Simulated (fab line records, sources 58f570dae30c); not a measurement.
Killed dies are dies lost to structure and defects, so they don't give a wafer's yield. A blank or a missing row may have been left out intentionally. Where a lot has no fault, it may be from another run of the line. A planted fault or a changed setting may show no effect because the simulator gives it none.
Code-filled problem report in 8D (eight disciplines) form / flow berkeleyCmos170 / the parts of the form that need people (team, actions taken, sign-off) are left out

1. THE PROBLEM
Mean of oesProductAu at UCB170_M3_ETCH_17: 1.208 a.u. across 6 wafers in 2 lots; on wafers with no fault it is 0.990 a.u. (standard deviation 0.017). Relative to the usual mean, that is a shift of +13 standard deviations.
The step: etches BARC in N2/H2.
The first sign was on wafer L181.1 at day 8 12:38, on rieDiel-02. The record has a number at this step for 42 wafers belonging to 14 lots. Rule for "out" (also "out of limits"): further than 4 standard deviations from the usual mean. All remaining wafers that have a number are taken as sound.

2. WHAT IT IS, WHAT IT ISN'T
question=which readings at this step | is=oesProductAu | is not=biasW, drypumpMotorCurrentA, throttleValvePct
question=which lots | is=L180, L181 | is not=L173, L174, L175, L176, L177, L188, L190, L191, L192, L193, L195, L196
question=which wafers of those lots | is=all that have a number | is not=-
question=read on which tools | is=rieDiel-02 | is not=rieDiel-03, rieDiel-04
question=when | is=from day 8 12:38 | is not=up to then (15 sound wafers); but 21 sound wafers of L188, L190, L191, L192, L193, L195, L196 came after

3. WHAT RULES OUT EACH SUSPECT
Counting: a tool at any process step up to the reading remains a suspect when it ran all the lots that are out and ran no sound lot after the first of those.
- rtpAnneal-02 at UCB170_SDANNEAL_RTA_00 (time 10 s): ruled out as a lasting fault. Following L180 (day 7 13:09), the first lot on it that is out, the sound lots L188, L191, L196 were run on it.
- rieDiel-02 at UCB170_M3_ETCH_17 (etches BARC in N2/H2): ruled out as a lasting fault. Following L181 (day 8 12:38), the first lot on it that is out, the sound lots L195 were run on it.
Left after counting: nothing in the record.

4. THE CAUSE (what the simulator had put in)
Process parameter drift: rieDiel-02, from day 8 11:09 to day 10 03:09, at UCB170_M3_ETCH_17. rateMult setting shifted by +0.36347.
Counting ruled it out, wrongly.

5. SEQUENCE OF EFFECTS, ordered by route
Each row: a reading whose mean over the struck wafers that have a number lies more than 3 standard deviations from the usual. Only readings for which the record gives a usual standard deviation are gone through. hours: the time from each lot's start at the first step in this table that gives one to its start at this step, as a median over the lots. sigmas: the change in usual standard deviations.
hours=0; step=UCB170_M3_ETCH_17; reading=oesProductAu; usual=0.990 a.u.; on struck wafers=1.208; change=+0.218; sigmas=+13
Its process steps:
- UCB170_M3_ETCH_17: etches BARC in N2/H2.

6. WHAT WOULD HAVE CAUGHT IT SOONER
In this record the first reading out of limits was taken at day 8 12:38, 1 hour after the fault began at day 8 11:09.
